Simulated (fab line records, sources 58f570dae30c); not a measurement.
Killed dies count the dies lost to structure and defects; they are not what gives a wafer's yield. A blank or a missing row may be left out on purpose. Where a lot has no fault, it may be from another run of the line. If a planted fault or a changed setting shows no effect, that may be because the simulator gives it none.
fab line records	flow berkeleyCmos170
[record] lots = 13	wafers = 39	lastDay = 11
route steps=331 shown GATE@130 CONTACT@233 M1@240 M2@287
lots with no fault: from the same line, run without faults
startH: start of the lot's first displayed wafer, in hours after the record's first day	waitH: hours since the lot's step before	" same as the row above	L1.1+2: several wafers, shown together as one row	- no value present, or no start provided	* or withheld: withheld	< > ~ a bound
route shown NAME@n: a module of which the file shows steps, and the number in the route of the first	usual: mean/standard deviation taken from wafers without a fault	same: alike in all rows	chamber/n: place in a boat	sites: the reading at each site	_std_site: their standard deviation	_edge_site: inner sites' mean taken away from outer sites' mean	radiusMm: for every site, how far away it sits from the centre of the wafer	mask NAME#n: copy n	behind: the tool/chamber that last shaped the wafer	hold: reason for holding the lot/hours on hold/outcome of the hold	device: whichever transistor did not switch (one of n, p or np)	end of line: at the end of the route, the tests of the same wafers	for a step that has no rows: nothing shown but its recipe	killed: not the wafer's yield, but the dies lost to structure and defects at the first sort	map: shows each die of a wafer: x if killed, . if not, _ if none is there
set.NAME: the setting as run; set.NAME@STEP: as run at that earlier step	model.NAME: the simulator's own value behind a step, which no gauge read
one table for each step of the route and one row for each wafer, over a sample of lots
services: from which hour (startH, from the record's first day; less than 0 if before it) a tool's chamber was out of use, for how many hours, and why
[[steps]]
[step UCB170_GATE_CVD_04]
[recipe] material = poly-Si	tempC = 610	precursor = SiH4	timeS = 1440	pressureMtorr = 375	targetThkNm = 214	sih4FlowSccm = 120
[usual] spikeTcCentreC = 612.0/1.1	spikeTcLoadC = 629.7/2.8	spikeTcSourceC = 632.0/2.1	susceptorTempC = 610.03/0.3	zonePowerCentrePct = 28.2/0.72	zonePowerSourcePct = 10.8/0.46
lot.wafer	tool	chamber	startH	waitH	spikeTcCentreC	spikeTcLoadC	spikeTcSourceC	susceptorTempC	zonePowerCentrePct	zonePowerSourcePct
L290.1	lpcvd-02	0	121.40	1.4	614.1	626.7	632.2	610.06	27.5	10.3
L290.2	"	0	"	"	611.6	628.1	632.2	609.98	27.2	10.4
L290.3	"	0	"	"	611.5	625.8	633.3	609.86	27.5	10.4
L291.2	lpcvd-02	1	121.40	1.4	613.2	633.1	632.1	610.07	29.0	10.4
L291.4	"	1	"	"	612.1	633.8	637.2	610.51	28.9	10.2
L291.6	"	1	"	"	610.4	632.4	633.6	609.95	28.8	10.3
L292.2	lpcvd-01	0	126.01	0.0	611.4	627.1	628.7	610.18	28.2	11.2
L292.3	"	0	"	"	611.5	626.6	630.3	610.53	28.8	11.1
L292.4	"	0	"	"	611.4	627.7	629.4	610.40	28.4	11.4
L293.1	lpcvd-02	1	129.13	0.3	610.9	633.9	635.4	609.75	29.4	10.3
L293.2	"	1	"	"	609.9	634.9	634.1	609.87	29.4	10.3
L293.4	"	1	"	"	611.9	633.5	633.8	609.73	29.0	10.3
L294.3	lpcvd-02	0	129.13	0.3	613.8	629.0	631.3	610.27	27.8	10.4
L294.4	"	0	"	"	612.8	627.7	632.8	610.20	27.8	10.4
L294.5	"	0	"	"	612.9	629.6	630.9	610.22	27.1	10.3
L295.1	lpcvd-01	1	157.26	0.0	611.3	627.7	634.9	610.36	26.8	11.5
L295.2	"	1	"	"	610.1	628.5	632.3	610.39	27.1	11.6
L295.6	"	1	"	"	611.3	629.5	632.6	610.58	27.3	11.4
L296.2	lpcvd-01	1	157.26	0.0	610.9	628.3	633.8	610.09	27.5	11.5
L296.5	"	1	"	"	610.9	628.3	634.4	610.33	27.7	11.6
L296.6	"	1	"	"	611.1	629.5	632.5	610.20	27.4	11.4
L297.3	lpcvd-01	0	157.26	0.0	612.3	627.3	630.0	610.25	28.3	11.3
L297.4	"	0	"	"	613.3	629.5	632.2	610.13	28.4	11.2
L297.6	"	0	"	"	612.3	629.1	628.3	610.01	27.9	11.4
L298.1	lpcvd-01	0	157.26	0.0	612.0	630.0	629.7	609.81	28.3	11.4
L298.5	"	0	"	"	611.4	627.2	630.8	609.83	28.6	11.1
L298.6	"	0	"	"	613.1	630.3	627.8	609.73	28.3	11.1
L300.1	lpcvd-01	0	164.45	0.0	553.1	567.8	571.2	550.30	24.9	9.3
L300.2	"	0	"	"	553.8	565.1	569.4	551.19	25.3	9.1
L300.5	"	0	"	"	553.8	565.2	569.5	550.24	25.5	9.2
L301.2	lpcvd-01	1	173.29	0.0	550.9	568.9	573.2	549.89	23.8	9.5
L301.3	"	1	"	"	552.5	567.7	574.8	550.22	24.6	9.8
L301.6	"	1	"	"	552.0	567.8	574.3	550.45	24.7	9.5
L302.4	lpcvd-01	0	173.29	0.0	552.2	567.1	569.0	550.96	25.4	9.4
L302.5	"	0	"	"	553.5	566.1	569.1	550.19	25.3	9.1
L302.6	"	0	"	"	553.3	566.8	570.0	550.35	25.4	9.0
L312.1	lpcvd-02	0	230.65	1.1	611.6	627.2	630.7	610.04	27.2	10.2
L312.2	"	0	"	"	612.2	626.9	631.3	610.31	27.6	10.4
L312.5	"	0	"	"	613.8	628.9	631.2	610.24	27.3	10.3
[step UCB170_GATE_THK_MEAS_05]
[recipe] reads = poly-Si_of_GATE_CVD_04
[usual] GATE_POLY_THK = 213.1/2.5
lot.wafer	tool	chamber	startH	waitH	GATE_POLY_THK[nm]
L290.1	filmMetro-03	-	123.50	0.0	212.2
L290.2	"	-	"	"	211.4
L290.3	"	-	"	"	211.1
L291.2	filmMetro-03	-	123.63	0.1	213.8
L291.4	"	-	"	"	215.4
L291.6	"	-	"	"	214.1
L292.2	filmMetro-02	-	127.42	0.0	213.7
L292.3	"	-	"	"	214.5
L292.4	"	-	"	"	214.1
L293.1	filmMetro-02	-	131.23	0.0	212.1
L293.2	"	-	"	"	211.7
L293.4	"	-	"	"	213.0
L294.3	filmMetro-03	-	131.25	0.0	210.9
L294.4	"	-	"	"	211.8
L294.5	"	-	"	"	211.3
L295.1	filmMetro-01	-	158.66	0.0	215.7
L295.2	"	-	"	"	214.2
L295.6	"	-	"	"	213.8
L298.1	filmMetro-02	-	158.68	0.0	215.6
L298.5	"	-	"	"	214.9
L298.6	"	-	"	"	214.2
L297.3	filmMetro-03	-	158.68	0.0	213.2
L297.4	"	-	"	"	213.3
L297.6	"	-	"	"	214.1
L296.2	filmMetro-01	-	158.73	0.1	214.4
L296.5	"	-	"	"	214.7
L296.6	"	-	"	"	214.9
L300.1	filmMetro-02	-	165.85	0.0	44.9
L300.2	"	-	"	"	45.2
L300.5	"	-	"	"	44.7
L301.2	filmMetro-01	-	174.70	0.0	47.9
L301.3	"	-	"	"	45.6
L301.6	"	-	"	"	47.5
L302.4	filmMetro-03	-	174.74	0.1	47.5
L302.5	"	-	"	"	48.3
L302.6	"	-	"	"	45.0
L312.1	filmMetro-03	-	232.75	0.0	209.0
L312.2	"	-	"	"	211.2
L312.5	"	-	"	"	209.1
[step UCB170_GATE_ETCH_15]
[recipe] chemistry = HBr/Cl2	target = poly-Si	stopOn = SiO2	overEtchFrac = 0.3	icpW = 300	biasW = 150	timeS = 56.3	pressureMtorr = 15	HBr_flow_sccm = 150	Cl2_flow_sccm = 50	targetDepthA = 2782
[usual] drypumpMotorCurrentA = 5.8/0.31	oesProductAu = 0.823/0.015	throttleValvePct = 26.52/0.24
lot.wafer	tool	chamber	startH	waitH	drypumpMotorCurrentA	oesProductAu	rfHoursCounterH	throttleValvePct
L290.1	rieSi-01	1	124.76	-	5.7	0.826	94	26.55
L290.2	"	3	"	"	5.8	0.821	112	26.77
L290.3	"	2	"	"	5.3	0.848	1	26.83
L291.2	rieSi-01	2	125.49	-	5.4	0.847	1	26.83
L291.4	"	0	"	"	5.8	0.827	31	26.53
L291.6	"	1	"	"	5.8	0.824	-	26.54
L292.2	rieSi-01	2	128.51	-	5.3	0.847	1	26.83
L292.3	"	0	"	"	5.8	0.830	31	26.55
L292.4	"	1	"	"	5.7	0.830	94	26.54
L293.1	rieSi-02	0	132.46	-	6.0	0.805	103	26.29
L293.2	"	3	"	"	6.2	0.804	0	26.12
L293.4	"	1	"	"	6.3	0.825	-	26.78
L294.3	rieSi-01	0	132.70	-	5.8	0.822	31	26.54
L294.4	"	2	"	"	5.3	0.842	2	26.82
L294.5	"	1	"	"	5.7	0.813	-	26.55
L295.1	rieSi-02	0	160.10	-	6.0	0.818	103	26.30
L295.2	"	1	"	"	6.2	0.836	62	26.79
L295.6	"	2	"	"	5.5	0.811	-	26.41
L297.3	rieSi-01	3	160.37	-	5.8	0.819	112	26.78
L297.4	"	2	"	"	5.3	0.845	2	26.82
L297.6	"	3	"	"	5.8	0.830	-	26.78
L298.1	rieSi-02	1	160.65	-	6.2	0.837	62	26.77
L298.5	"	2	"	"	5.5	0.827	-	26.41
L298.6	"	1	"	"	6.2	0.829	-	26.78
L296.2	rieSi-01	0	160.92	-	5.8	0.829	32	26.56
L296.5	"	1	"	"	5.8	0.840	-	26.54
L296.6	"	0	"	"	5.8	0.824	-	26.53
L300.1	rieSi-01	1	166.95	-	5.8	0.380	94	26.55
L300.2	"	2	"	"	5.3	0.405	2	26.83
L300.5	"	2	"	"	5.3	0.401	-	26.83
L301.2	rieSi-02	0	175.79	-	6.0	0.396	103	26.29
L301.3	"	1	"	"	6.2	0.401	62	26.76
L301.6	"	3	"	"	6.2	0.389	-	26.11
L302.4	rieSi-01	3	176.25	-	5.8	0.397	112	26.76
L302.5	"	3	"	"	5.8	0.402	-	26.79
L302.6	"	0	"	"	5.7	0.385	-	26.55
L312.1	rieSi-02	2	234.38	-	5.4	0.803	1	26.41
L312.2	"	0	"	"	6.1	0.801	103	26.29
L312.5	"	0	"	"	6.0	0.809	-	26.30
[step UCB170_CONTACT_ETCH_17]
[recipe] chemistry = N2/H2	targetDepthA = withheld	overetchA = withheld	target = BARC	timeS = withheld	sourceW = 500	biasW = 100	pressureMtorr = 30	n2FlowSccm = 100	h2FlowSccm = 200
[usual] drypumpMotorCurrentA = 5.7/0.63	oesProductAu = 0.997/0.02	throttleValvePct = 13.29/0.12
lot.wafer	tool	chamber	startH	waitH	drypumpMotorCurrentA	oesProductAu	throttleValvePct
L291.2	rieDiel-02	2	151.92	0.0	5.5	1.038	13.29
L291.4	"	0	"	"	5.3	1.009	13.38
L291.6	"	0	"	"	5.3	1.009	13.36
L292.2	rieDiel-04	2	152.19	0.0	6.4	0.987	13.37
L292.3	"	1	"	"	6.7	1.008	13.21
L292.4	"	0	"	"	5.9	0.976	13.23
L290.1	rieDiel-03	2	152.32	0.0	4.8	0.988	13.23
L290.2	"	1	"	"	5.7	1.002	13.24
L290.3	"	3	"	"	5.3	1.034	13.52
L293.1	rieDiel-03	2	158.13	0.0	4.8	0.976	13.26
L293.2	"	3	"	"	5.3	1.024	13.51
L293.4	"	3	"	"	5.2	1.032	13.52
L294.3	rieDiel-02	0	158.25	0.0	5.3	1.003	13.36
L294.4	"	1	"	"	6.4	1.009	13.41
L294.5	"	0	"	"	5.3	1.003	13.37
L297.3	rieDiel-04	2	185.99	0.0	6.4	0.990	13.35
L297.4	"	0	"	"	5.9	0.981	13.23
L297.6	"	1	"	"	6.6	1.002	13.19
L298.1	rieDiel-03	3	186.02	0.0	5.2	1.039	13.52
L298.5	"	2	"	"	4.8	0.986	13.24
L298.6	"	1	"	"	5.7	1.009	13.26
L296.2	rieDiel-04	1	186.44	0.0	6.6	1.020	13.20
L296.5	"	0	"	"	5.9	0.994	13.22
L296.6	"	3	"	"	6.6	0.981	13.28
L300.1	rieDiel-03	1	186.56	0.0	5.8	1.007	13.26
L300.2	"	3	"	"	5.2	1.038	13.50
L300.5	"	1	"	"	5.8	1.018	13.25
L295.1	rieDiel-02	3	186.77	0.0	4.9	0.989	13.02
L295.2	"	0	"	"	5.3	1.008	13.38
L295.6	"	0	"	"	5.3	1.010	13.38
L301.2	rieDiel-03	2	198.54	0.0	4.8	0.977	13.23
L301.3	"	1	"	"	5.8	1.007	13.23
L301.6	"	1	"	"	5.7	1.005	13.24
L302.4	rieDiel-04	0	198.83	0.0	5.9	0.987	13.24
L302.5	"	1	"	"	6.7	1.008	13.20
L302.6	"	0	"	"	5.9	0.987	13.24
L312.1	rieDiel-04	0	254.08	0.0	5.9	0.985	13.23
L312.2	"	3	"	"	6.5	0.962	13.27
L312.5	"	2	"	"	6.3	0.974	13.35
[step UCB170_M1_THK_MEAS_02]
[recipe] thkMeasGauge = xrf	reads = Al_of_M1_SPUTTER_00
[usual] M1_AL_THK = 601/7.7
lot.wafer	tool	chamber	startH	waitH	M1_AL_THK[nm]
L291.2	filmMetro-02	-	152.74	0.1	605
L291.4	"	-	"	"	599
L291.6	"	-	"	"	601
L292.2	filmMetro-03	-	152.96	0.1	606
L292.3	"	-	"	"	600
L292.4	"	-	"	"	602
L290.1	filmMetro-04	-	153.09	0.1	601
L290.2	"	-	"	"	605
L290.3	"	-	"	"	601
L293.1	filmMetro-03	-	158.87	0.1	602
L293.2	"	-	"	"	606
L293.4	"	-	"	"	597
L294.3	filmMetro-02	-	159.03	0.1	590
L294.4	"	-	"	"	594
L294.5	"	-	"	"	596
L297.3	filmMetro-03	-	186.75	0.1	597
L297.4	"	-	"	"	599
L297.6	"	-	"	"	597
L298.1	filmMetro-04	-	186.91	0.1	605
L298.5	"	-	"	"	604
L298.6	"	-	"	"	615
L296.2	filmMetro-03	-	187.27	0.1	604
L296.5	"	-	"	"	603
L296.6	"	-	"	"	611
L300.1	filmMetro-04	-	187.43	0.1	602
L300.2	"	-	"	"	601
L300.5	"	-	"	"	614
L295.1	filmMetro-02	-	187.61	0.1	602
L295.2	"	-	"	"	596
L295.6	"	-	"	"	601
L301.2	filmMetro-03	-	199.38	0.1	592
L301.3	"	-	"	"	593
L301.6	"	-	"	"	592
L302.4	filmMetro-02	-	199.62	0.1	590
L302.5	"	-	"	"	591
L302.6	"	-	"	"	584
L312.1	filmMetro-03	-	255.04	0.1	599
L312.2	"	-	"	"	597
L312.5	"	-	"	"	608
[step UCB170_M2_OVL_MEAS_16]
[usual] M2_OVL = 0/5.7
lot.wafer	tool	chamber	startH	waitH	M2_OVL[nm]
L292.2	overlay-02	-	164.90	0.1	-2
L292.3	"	-	"	"	5
L292.4	"	-	"	"	-3
L291.2	overlay-01	-	165.00	0.1	12
L291.4	"	-	"	"	12
L291.6	"	-	"	"	17
L290.1	overlay-02	-	165.19	0.1	-4
L290.2	"	-	"	"	7
L290.3	"	-	"	"	11
L294.3	overlay-01	-	171.80	0.1	0
L294.4	"	-	"	"	15
L294.5	"	-	"	"	4
L293.1	overlay-02	-	172.13	0.1	-9
L293.2	"	-	"	"	-3
L293.4	"	-	"	"	-12
L297.3	overlay-01	-	197.33	0.1	-13
L297.4	"	-	"	"	-6
L297.6	"	-	"	"	-3
L298.1	overlay-01	-	197.51	0.1	-12
L298.5	"	-	"	"	-3
L298.6	"	-	"	"	-5
L296.2	overlay-02	-	198.68	0.1	-1
L296.5	"	-	"	"	-3
L296.6	"	-	"	"	3
L295.1	overlay-02	-	198.95	0.1	1
L295.2	"	-	"	"	-6
L295.6	"	-	"	"	3
L300.1	overlay-01	-	199.41	0.1	-1
L300.2	"	-	"	"	1
L300.5	"	-	"	"	-4
L301.2	overlay-01	-	210.94	0.1	8
L301.3	"	-	"	"	0
L301.6	"	-	"	"	10
L302.4	overlay-01	-	211.23	0.1	6
L302.5	"	-	"	"	2
L302.6	"	-	"	"	4
L312.1	overlay-01	-	268.25	0.1	-2
L312.2	"	-	"	"	8
L312.5	"	-	"	"	-1
[[services]]
tool	chamber	startH	hours	kind
rieSi-02	2	102.90	30.8	repair
rieDiel-02	0	103.72	20.2	repair
rieSi-01	-	135.99	0.5	repair
rieDiel-03	0	143.16	126.4	repair
rieDiel-02	2	179.80	-	clean
rieDiel-02	2	179.80	17.4	scheduledDown
rieDiel-02	2	179.80	17.4	ventCycle
rieSi-01	2	183.16	6.3	repair
rieDiel-02	0	194.72	9.8	repair
rieDiel-03	3	194.79	9.0	repair
rieSi-01	3	207.85	-	clean
rieSi-01	3	207.85	12.1	scheduledDown
rieSi-01	3	207.85	12.1	ventCycle
rieDiel-02	0	208.05	4.4	repair
rieDiel-02	0	226.92	6.6	repair
rieDiel-04	1	231.33	8.4	repair
rieDiel-04	1	239.77	-	clean
rieDiel-04	1	239.77	21.5	scheduledDown
rieDiel-04	1	239.77	21.5	ventCycle
rieSi-02	0	243.93	-	clean
rieSi-02	0	243.93	18.3	scheduledDown
rieSi-02	0	243.93	18.3	ventCycle
rieSi-01	-	243.95	15.6	pm
rieDiel-03	-	251.40	0.1	repair
[[key]]
[firstSign] step = UCB170_GATE_CVD_04	reading = susceptorTempC	direction = down	sigmas = 99+	usual = *	struck = *
[effect] step = UCB170_GATE_CVD_04	reading = spikeTcCentreC	direction = down	sigmas = 52	usual = 612.0	struck = 552.8
[effect] step = UCB170_GATE_THK_MEAS_05	reading = GATE_POLY_THK	direction = down	sigmas = 67	usual = 213.1	struck = 46.3
[effect] step = UCB170_GATE_ETCH_15	reading = oesProductAu	direction = down	sigmas = 28	usual = 0.823	struck = 0.395
metAt UCB170_GATE_CVD_04
struckLots L300,L301,L302
testerLeftOut L300,L301,L302
notActingAt UCB170_CONTACT_ETCH_17,UCB170_M1_THK_MEAS_02,UCB170_M2_OVL_MEAS_16
onsetBetween 157.26 164.45
[fault] kind = processParameterDrift	tool = lpcvd-01	chamber = -	onsetH = 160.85	steps = UCB170_GATE_CVD_04	channel = tempC	offset = *	shape = step	endH = 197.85	actsIn = *	stated = *
// testerLeftOut: of these lots the tester's yield and bins aren't shown, on N5 and GAA mostly nor the transistor test; their killed dies are dies lost to structure and defects alone, not to doping, threshold or leakage, so they don't give the yield
